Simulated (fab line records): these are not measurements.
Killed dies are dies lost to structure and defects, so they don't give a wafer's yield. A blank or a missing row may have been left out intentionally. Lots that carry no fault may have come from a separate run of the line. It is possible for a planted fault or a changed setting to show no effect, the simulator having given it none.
fab line records -- flow ritCmos
record lots=15, wafers=45, lastDay=7
route steps=202 shown ACTIVE@11
lots that met no fault: taken from a fault-free run of the same line
startH: hours from the record's opening day to when the first of the lot's shown wafers began -- waitH: hours from the lot's prior step to this one -- " as in the row above -- L1.1+2: one row covering several wafers at once -- - no value, or no start was given -- * or withheld: withheld -- < > ~ a bound
route shown NAME@n: names a module that has steps shown in the file, with the first one's number in the route -- usual: the fault-free wafers' mean and standard deviation -- same: alike in all rows -- chamber/n: place in a boat -- sites: readings site by site -- _std_site: standard deviation of those values -- _edge_site: mean of outer sites minus mean of inner sites -- radiusMm: how far each site lies from the wafer's centre -- mask NAME#n: copy n -- behind: the most recent tool/chamber to have shaped the wafer -- hold: why the lot was held/for how many hours/how that ended -- device: which transistor (n, p or np) failed to switch -- end of line: the same wafers' tests at the end of the route -- a step without rows: its recipe alone -- killed: count of dies lost to structure and defects at first sort (not the wafer's yield) -- map: shows each die of a wafer: x if killed, . if not, _ if none is there
set.NAME: the setting that was run; set.NAME@STEP: the one run at that earlier step -- model.NAME: the simulator's own value behind a step, which no gauge read
one table for each step of the route and one row for each wafer, over a sample of lots
## steps
# step RIT_ACTIVE_DEVELOP_10
# recipe resist=NOVOLAK, developTimeS=50, devTempC=23
# usual chillPlateTempC=23.00/0.096, developTimeS=50/0
lot.wafer,tool,chamber,startH,waitH,chillPlateTempC,developTimeS
L860.1,lithoTrack-02,0,15,-,22.92,50
L860.4,lithoTrack-02,0,15,-,23.04,50
L860.5,lithoTrack-02,0,16,-,23.03,50
L861.1,lithoTrack-03,0,19,-,22.89,50
L861.3,lithoTrack-03,0,19,-,22.91,50
L861.6,lithoTrack-03,0,19,-,23.03,50
L862.1,lithoTrack-04,0,24,-,23.02,50
L862.2,lithoTrack-04,0,24,-,22.98,50
L862.4,lithoTrack-04,0,24,-,22.87,50
L863.2,lithoTrack-02,0,29,-,23.22,50
L863.3,lithoTrack-02,0,29,-,23.01,50
L863.5,lithoTrack-02,0,29,-,23.21,50
L865.1,lithoTrack-02,0,40,-,22.93,50
L865.4,lithoTrack-02,0,40,-,22.97,50
L865.5,lithoTrack-02,0,40,-,22.89,50
L868.2,lithoTrack-03,0,54,-,23.06,50
L868.4,lithoTrack-03,0,54,-,23.16,50
L868.5,lithoTrack-03,0,54,-,22.88,50
L869.1,lithoTrack-03,0,61,-,22.86,50
L869.3,lithoTrack-03,0,61,-,22.88,50
L869.4,lithoTrack-03,0,61,-,22.97,50
L872.3,lithoTrack-02,0,75,-,23.01,50
L872.5,lithoTrack-02,0,75,-,23.10,50
L872.6,lithoTrack-02,0,75,-,22.92,50
L873.2,lithoTrack-02,-,81,-,-,-
L873.4,lithoTrack-02,-,81,-,-,-
L873.5,lithoTrack-02,-,81,-,-,-
L874.1,lithoTrack-03,-,85,-,-,-
L874.5,lithoTrack-03,-,85,-,-,-
L874.6,lithoTrack-03,-,85,-,-,-
L875.1,lithoTrack-02,-,90,-,-,-
L875.4,lithoTrack-02,-,90,-,-,-
L875.5,lithoTrack-02,-,90,-,-,-
L878.2,lithoTrack-02,0,107,-,22.99,50
L878.3,lithoTrack-02,0,107,-,23.06,50
L878.5,lithoTrack-02,0,107,-,23.10,50
L881.2,lithoTrack-04,0,119,-,23.03,50
L881.5,lithoTrack-04,0,119,-,23.07,50
L881.6,lithoTrack-04,0,119,-,23.08,50
L882.1,lithoTrack-03,0,126,-,22.96,50
L882.3,lithoTrack-03,0,126,-,22.93,50
L882.4,lithoTrack-03,0,126,-,23.03,50
L883.4,lithoTrack-04,0,130,-,22.91,50
L883.5,lithoTrack-04,0,130,-,23.17,50
L883.6,lithoTrack-04,0,130,-,23.01,50
## key
firstSign step=RIT_ACTIVE_DEVELOP_10, reading=toolRecord, direction=missing
effect none on later readings
metAt RIT_ACTIVE_DEVELOP_10
struckLots L873,L874,L875
laterRowsLeftOut L873.2,L873.4,L873.5,L874.1,L874.5,L874.6,L875.1,L875.4,L875.5
sortLeftOut L873.2,L873.4,L873.5,L874.1,L874.5,L874.6,L875.1,L875.4,L875.5
testerLeftOut L873,L874,L875
onsetBetween 75 81
fault kind=skippedStepWhole, tool=lithoTrack-02,lithoTrack-03, chamber=-, onsetH=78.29, steps=RIT_ACTIVE_DEVELOP_10, scope=struckLotsOnly
# testerLeftOut: of these lots the tester's yield and bins aren't shown, on N5 and GAA mostly nor the transistor test; their killed dies are dies lost to structure and defects alone, not to doping, threshold or leakage, so they don't give the yield
# sortLeftOut: the simulated sort isn't trusted on such a fault, so these wafers' sort isn't shown, and their yield isn't known
# laterRowsLeftOut: the simulator's readings of these wafers behind a module that went badly wrong aren't trusted and aren't shown, but for the sort
